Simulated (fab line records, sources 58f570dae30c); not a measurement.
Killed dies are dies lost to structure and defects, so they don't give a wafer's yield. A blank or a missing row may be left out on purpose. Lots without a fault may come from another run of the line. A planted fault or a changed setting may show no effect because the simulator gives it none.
One fault seen from 2 desks | flow berkeley_cmos170 | each desk has only its own numbers; what lay behind them comes last

THE METROLOGY DESK
What the gauges read, lot by lot, whatever tool the lot ran on: means of the sampled wafers that have a number. A lot is out of limits, marked OUT, if its mean lies more than 4 standard deviations from the usual mean; the brackets give that distance.
Columns: A = V2_BOW at UCB170_V2_BOW_MEAS_03, usual 37 um
lot  | first seen here | A
L669 | day 7 09:23     | 32
L670 | day 7 16:57     | 38
L672 | day 8 09:04     | 35
L673 | day 8 09:22     | 40
L671 | day 8 09:41     | 41
L674 | day 8 09:58     | 27
L676 | day 9 03:13     | 44
L678 | day 9 10:02     | 31
L679 | day 9 10:45     | 33
L677 | day 9 13:20     | 42
L682 | day 10 05:41    | 38
L688 | day 11 18:48    | 29
L691 | day 12 06:59    | 41
This desk's finding: nothing out of limits on any of the 13 lots.

THE TOOL OWNER'S DESK: krf_scanner-01
The tool's own readings at UCB170_V2_EXPOSE_09 (exposes mask VIA2, target cd 700 nm): means of the sampled wafers that have a number, for each lot that ran on this tool. A lot is out of limits, marked OUT, if its mean lies more than 4 standard deviations from the usual mean; the brackets give that distance.
Columns: A = exposure_dose_mJ_cm2 at UCB170_V2_EXPOSE_09, usual 37.00; B = stage_vel_mm_s at UCB170_V2_EXPOSE_09, usual 499.96 mm/s
lot  | first seen here | A                | B
L669 | day 7 10:11     | 36.94            | 500.01
L670 | day 7 17:56     | 36.98            | 499.83
L676 | day 9 04:12     | 36.99            | 500.56
L678 | day 9 11:06     | 36.97            | 500.08
L679 | day 9 12:03     | 36.98            | 499.88
L677 | day 9 14:54     | 36.98            | 500.46
L682 | day 10 06:37    | 36.80 (-5.2) OUT | 499.76
This desk's finding: out of limits on L682; first on L682, day 10 06:37 (exposure_dose_mJ_cm2 at UCB170_V2_EXPOSE_09). In limits: L669, L670, L676, L678, L679, L677.

PUT TOGETHER
The tool owner's desk could have raised an alarm at day 10 06:37, on L682.
The metrology desk saw nothing out of limits.
The metrology desk has L682 on record, within its limits.
Of the lots named, all ran UCB170_V2_EXPOSE_09 on krf_scanner-01.

WHAT THE SIMULATOR HAD PUT IN
Process parameter drift: krf_scanner-01, from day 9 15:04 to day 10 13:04, at UCB170_V2_EXPOSE_09. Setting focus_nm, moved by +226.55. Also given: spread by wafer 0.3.
Lots struck among those shown: L682.
Hours from the fault's start to each desk's first reading out of limits: the tool owner's desk, 16.
